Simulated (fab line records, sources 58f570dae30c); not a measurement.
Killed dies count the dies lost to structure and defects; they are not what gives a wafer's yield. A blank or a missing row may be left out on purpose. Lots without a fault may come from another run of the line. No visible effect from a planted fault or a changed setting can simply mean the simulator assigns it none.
Split-lot study + flow berkeley-cmos170 + 23 wafers read from 5 lots, route of 331 steps

## THE SPLIT ITSELF
At UCB170_V1_EXPOSE_09 (exposes mask VIA1, target cd 700 nm), the setting dose-mj was moved away from the recipe's 37 on 5 of the 23 wafers read, by -7.2% to +7.2%. This setting was run at the recipe's value on the other wafers.

## FROM THE SPLIT TO THE READING: what the file shows between them, 5 steps
- UCB170_V1_PEB_10
- UCB170_V1_DEVELOP_11: develop time 45 s
- UCB170_V1_CD_MEAS_12: target cd 700 nm
- UCB170_V1_ETCH_14: etches SiO2 in CHF3/CF4/Ar, stops on Al, target depth 1250 nm, time 291 s (also split here: time-s)
- UCB170_V1_STRIP_15: strips in O2

## THE READING
cd-nm, in nm, at UCB170_V1_CD_MEAS_90 (target cd 700 nm). Typical for fault-free wafers on this fab line: 699.5 nm, with standard deviation 1.5 nm.

| wafer  | tool, chamber at the split | dose-mj as run | against the recipe | cd-nm, nm | against lot-mates on the recipe |
|--------|----------------------------|----------------|--------------------|-----------|---------------------------------|
| L080.1 | krf-scanner-02, 0          | 37             | recipe             | 700.0     | -                               |
| L080.2 | krf-scanner-02, 0          | 39.66          | +7.2%              | 713.3     | +12.5                           |
| L080.3 | krf-scanner-02, 0          | 37             | recipe             | 703.0     | -                               |
| L080.5 | krf-scanner-02, 0          | 37             | recipe             | 699.3     | -                               |
| L080.6 | krf-scanner-02, 0          | 39.66          | +7.2%              | 713.2     | +12.4                           |
| L078.1 | krf-scanner-02, 0          | 37             | recipe             | 699.2     | -                               |
| L078.2 | krf-scanner-02, 0          | 37             | recipe             | 699.2     | -                               |
| L078.4 | krf-scanner-02, 0          | 37             | recipe             | 699.7     | -                               |
| L078.5 | krf-scanner-02, 0          | 37             | recipe             | 698.3     | -                               |
| L078.6 | krf-scanner-02, 0          | 37             | recipe             | 700.4     | -                               |
| L077.1 | krf-scanner-02, 0          | 37             | recipe             | 698.4     | -                               |
| L077.3 | krf-scanner-02, 0          | 37             | recipe             | 700.4     | -                               |
| L077.4 | krf-scanner-02, 0          | 37             | recipe             | 700.9     | -                               |
| L077.5 | krf-scanner-02, 0          | 37             | recipe             | 701.1     | -                               |
| L077.6 | krf-scanner-02, 0          | 37             | recipe             | 700.2     | -                               |
| L082.1 | krf-scanner-01, 0          | 37             | recipe             | 700.7     | -                               |
| L082.3 | krf-scanner-01, 0          | 37             | recipe             | 701.0     | -                               |
| L082.4 | krf-scanner-01, 0          | 34.32          | -7.2%              | 687.6     | -13.2                           |
| L082.5 | krf-scanner-01, 0          | 34.32          | -7.2%              | 689.4     | -11.5                           |
| L082.6 | krf-scanner-01, 0          | 34.32          | -7.2%              | 687.4     | -13.5                           |
| L085.1 | krf-scanner-02, 0          | 37             | recipe             | 698.4     | -                               |
| L085.3 | krf-scanner-02, 0          | 37             | recipe             | 700.0     | -                               |
| L085.5 | krf-scanner-02, 0          | 37             | recipe             | 697.5     | -                               |

FIT RESULTS
A straight line over all 23 wafers: cd-nm changes by +1.72 nm for each +1% of dose-mj; r = +0.98; the points scatter about the line by 1.3 nm.
The same after taking each lot's own level away (the mean of its wafers on the recipe; 23 wafers): +1.75 nm for each +1%; r = +0.99; scatter 0.99 nm.
The reading moves by 13 nm for the largest change in dose-mj, on that fit.
The span of the lots' own levels, 698.63 to 700.85 nm, comes to 1.5 times the standard deviation stated above.
Hence the lot-to-lot level has little effect on the slope; both slopes agree.
Check: for one of the wafers moved furthest among these (-7.2%), held out of the fit, the line's prediction against its lot-mates is -12.5 nm. Against them it came out at -13.2 nm.

## OTHER SPLITS ON THESE WAFERS
Before the reading, these wafers also passed through other splits. Each is held against what the fit with the lots' levels taken away leaves over:
| other split on the same wafers   | wafers away from the commonest value | r with cd-nm (lot level and that fit taken away) |
|----------------------------------|--------------------------------------|--------------------------------------------------|
| UCB170_PSD_IMPLANT_08 dose-cm2   | 5                                    | -0.34                                            |
| UCB170_NSD_COAT_01 resist-thk-nm | 4                                    | -0.11                                            |
| UCB170_SDANNEAL_RTA_01 time-s    | 10                                   | +0.24                                            |
| UCB170_CONTACT_COAT_04 spin-rpm  | 7                                    | +0.16                                            |
| UCB170_M1_METAL_ETCH_12 time-s   | 11                                   | +0.00                                            |
| UCB170_V1_ETCH_14 time-s         | 10                                   | +0.43                                            |

## THE WHOLE CHAIN: every reading that the file lists as answering this split, in the file's order
| step                 | what it does                                                              | reading                                                   | change (the file's fit)              | r (the file's) |
|----------------------|---------------------------------------------------------------------------|-----------------------------------------------------------|--------------------------------------|----------------|
| UCB170_V1_CD_MEAS_12 | target cd 700 nm                                                          | cd-nm                                                     | +1.72 nm for each +1% of the setting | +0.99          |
| UCB170_V1_ETCH_14    | etches SiO2 in CHF3/CF4/Ar, stops on Al, target depth 1250 nm, time 291 s | V1.cd-nm (the simulator's own value, which no gauge read) | +1.73 nm for each +1% of the setting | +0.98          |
| UCB170_V1_CD_MEAS_90 | target cd 700 nm                                                          | cd-nm                                                     | +1.74 nm for each +1% of the setting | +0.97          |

## THE FILE'S OWN FIT
cd-nm changes by +1.74 nm for each +1% of dose-mj, r = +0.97.
